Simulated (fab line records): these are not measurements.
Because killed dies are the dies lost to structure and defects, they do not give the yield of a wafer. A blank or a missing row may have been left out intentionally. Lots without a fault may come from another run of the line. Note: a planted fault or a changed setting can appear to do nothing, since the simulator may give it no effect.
Lot-split experiment | flow berkeley_cmos170 | 23 wafers read from 5 lots, route of 331 steps

## THE SPLIT
At UCB170_NVT_IMPLANT_07, the setting energy_kev was moved away from the recipe's 50 on 6 of the 23 wafers read, by -3.5% to +5.8%. All remaining wafers had this setting at the recipe value.

The reading is taken at the split's own step.

## THE READING
In nm, at UCB170_NVT_IMPLANT_07: implant.drp_nm, which is the simulator's own figure and was read by no gauge. The file gives no usual value for it.

wafer  | tool, chamber at the split | energy_kev as run | against the recipe | implant.drp_nm, nm | against lot-mates on the recipe
L078.1 | implanter-03, 0            | 50                | recipe             | 18.57              | -
L078.3 | implanter-03, 0            | 50                | recipe             | 18.57              | -
L078.4 | implanter-03, 0            | 50                | recipe             | 18.57              | -
L079.1 | implanter-01, 0            | 50                | recipe             | 18.57              | -
L079.2 | implanter-01, 0            | 50                | recipe             | 18.57              | -
L079.5 | implanter-01, 0            | 50                | recipe             | 18.57              | -
L079.4 | implanter-01, 0            | 51.13             | +2.3%              | 18.87              | +0.30
L079.6 | implanter-01, 0            | 51.13             | +2.3%              | 18.87              | +0.30
L083.1 | implanter-01, 0            | 50                | recipe             | 18.57              | -
L083.3 | implanter-01, 0            | 50                | recipe             | 18.57              | -
L083.4 | implanter-01, 0            | 50                | recipe             | 18.57              | -
L083.5 | implanter-01, 0            | 50                | recipe             | 18.57              | -
L083.6 | implanter-01, 0            | 50                | recipe             | 18.57              | -
L081.1 | implanter-02, 0            | 52.9              | +5.8%              | 19.34              | +0.77
L081.6 | implanter-02, 0            | 52.9              | +5.8%              | 19.34              | +0.77
L081.3 | implanter-02, 0            | 50                | recipe             | 18.57              | -
L081.4 | implanter-02, 0            | 50                | recipe             | 18.57              | -
L081.5 | implanter-02, 0            | 50                | recipe             | 18.57              | -
L085.1 | implanter-02, 0            | 50                | recipe             | 18.57              | -
L085.2 | implanter-02, 0            | 50                | recipe             | 18.57              | -
L085.5 | implanter-02, 0            | 50                | recipe             | 18.57              | -
L085.4 | implanter-02, 0            | 48.26             | -3.5%              | 18.1               | -0.47
L085.6 | implanter-02, 0            | 48.26             | -3.5%              | 18.1               | -0.47

THE FIT
A straight line over all 23 wafers: implant.drp_nm changes by +0.133 nm for each +1% of energy_kev; r = +1.00; the points scatter about the line by 0.0019 nm.
The same after taking each lot's own level away (the mean of its wafers on the recipe; 23 wafers): +0.133 nm for each +1%; r = +1.00; scatter 0.0019 nm.
Per that fit: largest energy_kev move, reading shift of 0.77 nm.
The lots' own levels span 18.570 to 18.570 nm.
The two slopes agree, so the slope changes little with the lot-to-lot level.
Check: for one of the wafers moved furthest among these (+5.8%), held out of the fit, the line's prediction against its lot-mates is +0.774 nm. Against them it came out at +0.77 nm.

## THE OTHER SPLITS THESE WAFERS WENT THROUGH
These wafers also went through other splits before the reading. Each is held against what the fit with the lots' levels taken away leaves over:
other split on the same wafers      | wafers away from the commonest value | r with implant.drp_nm (lot level and that fit taken away)
UCB170_ZERO_COAT_01 spin_rpm        | 8                                    | +0.08
UCB170_PWELL_OXIDATION_02 temp_c    | 10                                   | -0.36
UCB170_PWELL_IMPLANT_15 dose_cm2    | 8                                    | +0.31
UCB170_PFIELD_IMPLANT_07 dose_cm2   | 10                                   | +0.21
UCB170_SACOX_OXIDATION_01 ox_time_s | 10                                   | -0.36

## THE WHOLE CHAIN: every reading that the file lists as answering this split, in the file's order
step                  | what it does | reading                                                         | change (the file's fit)               | r (the file's)
UCB170_NVT_IMPLANT_07 |              | implant.rp_nm (the simulator's own value, which no gauge read)  | +0.357 nm for each +1% of the setting | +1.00
UCB170_NVT_IMPLANT_07 |              | implant.drp_nm (the simulator's own value, which no gauge read) | +0.134 nm for each +1% of the setting | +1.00

## FILE'S OWN FIT
implant.drp_nm changes by +0.134 nm for each +1% of energy_kev, r = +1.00.
